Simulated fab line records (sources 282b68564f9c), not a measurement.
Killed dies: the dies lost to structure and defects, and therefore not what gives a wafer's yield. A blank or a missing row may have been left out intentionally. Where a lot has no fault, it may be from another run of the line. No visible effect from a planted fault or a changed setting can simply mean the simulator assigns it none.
Comparing a struck lot with a sound one	flow ritCmos	35 steps out of a route of 202
Sound: wafers L661.2, L661.4, L661.6. Wafers struck: L653.1, L653.2, L653.4. The cause comes at the end.
Each step with rows lists, per side, the tool, then ch with its chambers, then its first start. Under that, the readings that differ: sound wafers	struck wafers	difference of the means	sigmas: that difference in standard deviations of wafers without a fault.
alike: words and numbers the same on both sides, and readings whose means are apart by under 2 such deviations; not compared: readings that were withheld, readings missing a value for some wafer, numbers with overlapping values and no deviation given by the record, and bounds like >300 which may hide the same value.
The two part at a step that has a row with sigmas, a row that says differs or no value, or rows on one side only. Numbers that don't overlap but have no deviation are shown without sigmas and don't part them. A reading that every wafer of one side lacks parts them only if that side has two wafers or more.

first, 4 steps without rows for these wafers: RIT_ACTIVE_CLEAN_15 (cleans in SC1, time 600 s); RIT_ACTIVE_CLEAN_16 (cleans in dHF, time 30 s); RIT_ACTIVE_CLEAN_17 (cleans in SC2, time 600 s); RIT_FOX1_OXIDATION_00 (target thk 350.7 nm, ox time 1130 s).
RIT_FOX1_THK_MEAS_01:
  sound on filmMetro-04, day 5 04:25; struck on filmMetro-04, day 3 10:42
reading	sound	struck	difference	sigmas
FOX1_OXIDE_THK (nm)	339 337 337	356 357 353	+18	+2
then, 2 steps without rows for these wafers: RIT_FOX1_WET_ETCH_02 (etches SiO2 in BOE, target depth 350 nm, time 390 s); RIT_FOX2_OXIDATION_00 (target thk 350.7 nm, ox time 1130 s).
RIT_FOX2_THK_MEAS_01:
  sound on filmMetro-01, day 5 05:54; struck on filmMetro-01, day 3 14:34
  alike: FOX2_OXIDE_THK
then, 2 steps without rows for these wafers: RIT_FOX2_CLEAN_02 (cleans in dHF, time 180 s); RIT_FOX2_WET_ETCH_03 (etches Si3N4 in H3PO4, target depth 195 nm, time 2700 s).
RIT_FOX2_THK_MEAS_90:
  sound on filmMetro-02, day 5 06:46; struck on filmMetro-04, day 3 15:26
  alike: FIELD_OXIDE_LEFT_1_THK
then, 1 step without rows for these wafers: RIT_NWELL_HMDS_00 (prime time 60 s).
RIT_NWELL_COAT_01: resist thk 1300 nm.
  sound on lithoTrack-04 ch 0, day 5 07:00; struck on lithoTrack-01, day 3 15:39
  no value came back on the struck wafers for chillPlateTempC (C), dispensePressureKPa (kPa); on the sound wafers chillPlateTempC (C) reads 22.92 23.05 23.17
then, 4 steps without rows for these wafers: RIT_NWELL_SOFTBAKE_02 (time 60 s); RIT_NWELL_EXPOSE_03 (exposes mask M2, target cd 43900 nm); RIT_NWELL_PEB_04; RIT_NWELL_DEVELOP_05 (develop time 68 s).
RIT_NWELL_OVL_MEAS_06:
  sound on overlay-02, day 5 07:59; struck on overlay-02, day 3 16:30
reading	sound	struck	difference	sigmas
NWELL_OVL (nm)	-1.5 0.4 0.4	- - -	no value on the struck wafers	
then, 2 steps without rows for these wafers: RIT_NWELL_HARDBAKE_07 (time 120 s); RIT_NWELL_IMPLANT_08.
RIT_NWELL_STRIP_09: strips in O2, time 180 s.
  sound on plasmaAsher-01 ch 0, day 5 08:25; struck on plasmaAsher-04 ch 0,1, day 3 16:56
  alike: drypumpMotorCurrentA
  not compared: rfHoursCounterH
RIT_NWELL_TW_MEAS_10:
  sound on filmMetro-04, day 5 08:35; struck on filmMetro-04, day 3 17:07
  alike: NWELL_TW
then, 6 steps without rows for these wafers: RIT_PWELL_HMDS_00 (prime time 60 s); RIT_PWELL_COAT_01 (resist thk 1300 nm); RIT_PWELL_SOFTBAKE_02 (time 60 s); RIT_PWELL_EXPOSE_03 (exposes mask M3, target cd 43700 nm); RIT_PWELL_PEB_04; RIT_PWELL_DEVELOP_05 (develop time 68 s).
RIT_PWELL_OVL_MEAS_06:
  sound on overlay-02, day 5 09:32; struck on overlay-01, day 3 18:04
  alike: PWELL_OVL
then, 2 steps without rows for these wafers: RIT_PWELL_HARDBAKE_07 (time 120 s); RIT_PWELL_IMPLANT_08.
RIT_PWELL_STRIP_09: strips in O2, time 180 s.
  sound on plasmaAsher-02 ch 0,1, day 5 09:58; struck on plasmaAsher-01 ch 0,1, day 3 18:29
  alike: drypumpMotorCurrentA
  not compared: rfHoursCounterH
RIT_PWELL_TW_MEAS_10:
  sound on filmMetro-02, day 5 10:08; struck on filmMetro-04, day 3 18:40
reading	sound	struck	difference	sigmas
PWELL_TW	949 954 948	2229 2238 2221	+1279	+99 or more
then, 1 step without rows for these wafers: RIT_WELLDRIVE_ANNEAL_00 (time 14700 s).
RIT_M1_PROBE_99:
  sound on prober-02, day 6 23:39; struck on prober-02, day 5 09:42
reading	sound	struck	difference	sigmas
killedAtFrontEnd	11 5 12	264 264 264	+255	+82
killedDies	11 5 12	264 264 264	+255	+82
killedOnRim	1 4 2	70 70 70	+68	+52
  alike: killedAtContacts, killedOpen, killedShort

## WHERE THEY PART
At RIT_FOX1_THK_MEAS_01 first; at RIT_M1_PROBE_99 last (within this record only).

WHY: what the simulator had put in
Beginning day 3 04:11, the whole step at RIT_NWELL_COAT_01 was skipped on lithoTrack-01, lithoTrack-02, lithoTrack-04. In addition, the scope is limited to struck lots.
